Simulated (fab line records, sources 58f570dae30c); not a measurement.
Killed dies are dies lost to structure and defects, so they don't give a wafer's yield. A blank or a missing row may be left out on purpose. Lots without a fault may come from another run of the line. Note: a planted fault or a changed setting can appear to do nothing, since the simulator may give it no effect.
Which of the tools did it? ; flow berkeleyCmos170 ; 7 lots, 21 wafers sampled, at 2 steps of a route of 331

== WHAT THE GAUGES SHOWED, per wafer ==
UCB170_GATE_THK_MEAS_05.
lot;measured;on;GATE_POLY_THK (nm)
L535;day 5 23:59;filmMetro-02;217.3 217.3 216.5
L539;day 6 22:14;filmMetro-02;211.4 212.8 210.5
L542;day 6 22:16;filmMetro-01;211.5 211.4 210.8
L545;day 8 06:31;filmMetro-01;252.3 251.3 251.4 252.3 251.1 251.5
L547;day 8 17:07;filmMetro-02;211.7 213.4 214.3
L552;day 9 19:32;filmMetro-02;212.9 214.9 214.9
L555;day 10 04:56;filmMetro-02;214.1 213.6 213.7

== WHAT TOOL EACH LOT RAN ON (gives the tool, then ch and the chambers of the sampled wafers, and finally the start) ==
lot;UCB170_GATE_CVD_04
L535;lpcvd-01 ch 1, day 5 22:34
L539;lpcvd-02 ch 0, day 6 20:50
L542;lpcvd-02 ch 1, day 6 20:50
L545;lpcvd-02 ch 1, day 8 05:06
L547;lpcvd-01 ch 1, day 8 15:43
L552;lpcvd-01 ch 1, day 9 18:08
L555;lpcvd-01 ch 0, day 10 03:31
- UCB170_GATE_CVD_04: deposits poly-Si from SiH4, time 1440 s, target thk 214 nm.

== THE ANSWER, worked out from the rows above alone ==
Rule: usual is defined by the lots themselves. Put in order of their means at a reading, lots are off if they are a third of the lots or fewer, leave a main group of 4 or more, and stand apart from it by a gap of 3 or more times the standard deviation of the main group's means; of several such gaps the widest counts. A main group whose means are all the same, to the digits that the tables above print for the reading, isn't used. Also off: a lot with no number at a reading for which 4 or more lots have one. Where the step has rows for the other lots, those lots are counted as sound.
Off: L545, at UCB170_GATE_THK_MEAS_05 (GATE_POLY_THK). Mean 213.5 nm and standard deviation 1.9 in the main group.
A tool fits if, at a process step before that reading, it ran every lot that is off, and no sound lot after the first of them. Those tools and the gauges at UCB170_GATE_THK_MEAS_05 are tried in the same way. This does not decide it: 2 tools fit, namely lpcvd-02 at UCB170_GATE_CVD_04 and filmMetro-01 at UCB170_GATE_THK_MEAS_05.

== WHAT THE SIMULATOR PUT IN ==
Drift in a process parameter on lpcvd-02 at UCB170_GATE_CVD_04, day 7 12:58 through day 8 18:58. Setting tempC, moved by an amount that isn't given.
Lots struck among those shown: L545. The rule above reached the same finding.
